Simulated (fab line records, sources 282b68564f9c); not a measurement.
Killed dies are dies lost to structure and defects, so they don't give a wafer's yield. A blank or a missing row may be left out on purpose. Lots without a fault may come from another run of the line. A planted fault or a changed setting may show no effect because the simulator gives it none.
A struck lot beside a sound one | flow rit_cmos | 15 steps out of a route of 202
Sound: wafers L997.2, L997.5, L997.6. Struck: wafers L105.3, L105.4, L105.6. The cause comes at the end.
At each step with rows: each side's tool, then ch and its chambers, then its first start. Under that, the readings that differ: sound wafers | struck wafers | difference of the means | sigmas: that difference in standard deviations of wafers without a fault.
alike: readings whose means differ by less than 2 such deviations, and words and numbers that are the same on both sides. not compared: withheld readings, readings that some wafer has no value for, bounds like >300 that may hide the same value, and numbers for which the record gives no deviation and whose values overlap.
The two part at a step that has a row with sigmas, a row that says differs or no value, or rows on one side only. Numbers that don't overlap but have no deviation are shown without sigmas and don't part them. A reading that every wafer of one side lacks parts them only if that side has two wafers or more.

RIT_GATE_OVL_MEAS_17:
  sound on overlay-01, day 3 03:47; struck on overlay-02, day 4 19:46
  alike: GATE_OVL
then, 1 step without rows for these wafers: RIT_GATE_HARDBAKE_18 (time 60 s).
RIT_GATE_ETCH_19: etches poly-Si in SF6/CHF3/O2, stops on SiO2, time 165 s, target depth 312.5 nm.
  sound on rie_si-02 ch 1,2, day 3 03:58; struck on rie_si-02 ch 0,3, day 4 20:10
  alike: drypump_motor_current_A, oes_product_au, throttle_valve_pct
  not compared: rf_hours_counter_h
RIT_GATE_STRIP_20: strips in O2, time 180 s.
  sound on plasma_asher-01 ch 0,1, day 3 04:04; struck on plasma_asher-03 ch 0,1, day 4 20:19
  alike: drypump_motor_current_A, o2_flow_sccm
  not compared: rf_hours_counter_h
RIT_GATE_CD_MEAS_90: target cd 150 nm.
  sound on cd_sem-01, day 3 04:16; struck on cd_sem-02, day 4 20:29
  alike: cd_nm
then, 4 steps without rows for these wafers: RIT_REOX_CLEAN_00 (cleans in SC1, time 600 s); RIT_REOX_CLEAN_01 (cleans in dHF, time 30 s); RIT_REOX_CLEAN_02 (cleans in SC2, time 600 s); RIT_REOX_OXIDATION_03 (target thk 25.2 nm, ox time 5580 s).
RIT_REOX_THK_MEAS_04:
  sound on film_metro-02, day 3 07:19; struck on film_metro-02, day 5 00:28
  alike: REOX_OXIDE_THK
then, 2 steps without rows for these wafers: RIT_NLDD_HMDS_00 (prime time 60 s); RIT_NLDD_COAT_01 (resist thk 1000 nm).
RIT_NLDD_SOFTBAKE_02: time 60 s.
  sound on litho_track-01 ch 0, day 3 07:41; struck on litho_track-01 ch 0, day 5 00:51
  reading                  | sound             | struck            | difference | sigmas
  heater_power_total_W (W) | 34.61 34.65 34.57 | 35.05 34.94 34.92 | +0.36      | +7
  plate_temp_C (C)         | 90.13 90.00 89.95 | 90.65 90.76 90.86 | +0.73      | +7
then, 1 step without rows for these wafers: RIT_NLDD_EXPOSE_03 (exposes mask M7, target cd 40700 nm).
RIT_M1_PROBE_99:
  the record has rows for the sound wafers here (prober-01, day 4 00:05) and none for the struck ones

WHERE THEY PART
First at RIT_NLDD_SOFTBAKE_02; last, within this record, at RIT_M1_PROBE_99.

WHY: what the simulator had put in
Process parameter drift: litho_track-01, from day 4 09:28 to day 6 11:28, at RIT_NLDD_SOFTBAKE_02. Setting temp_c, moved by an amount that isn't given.
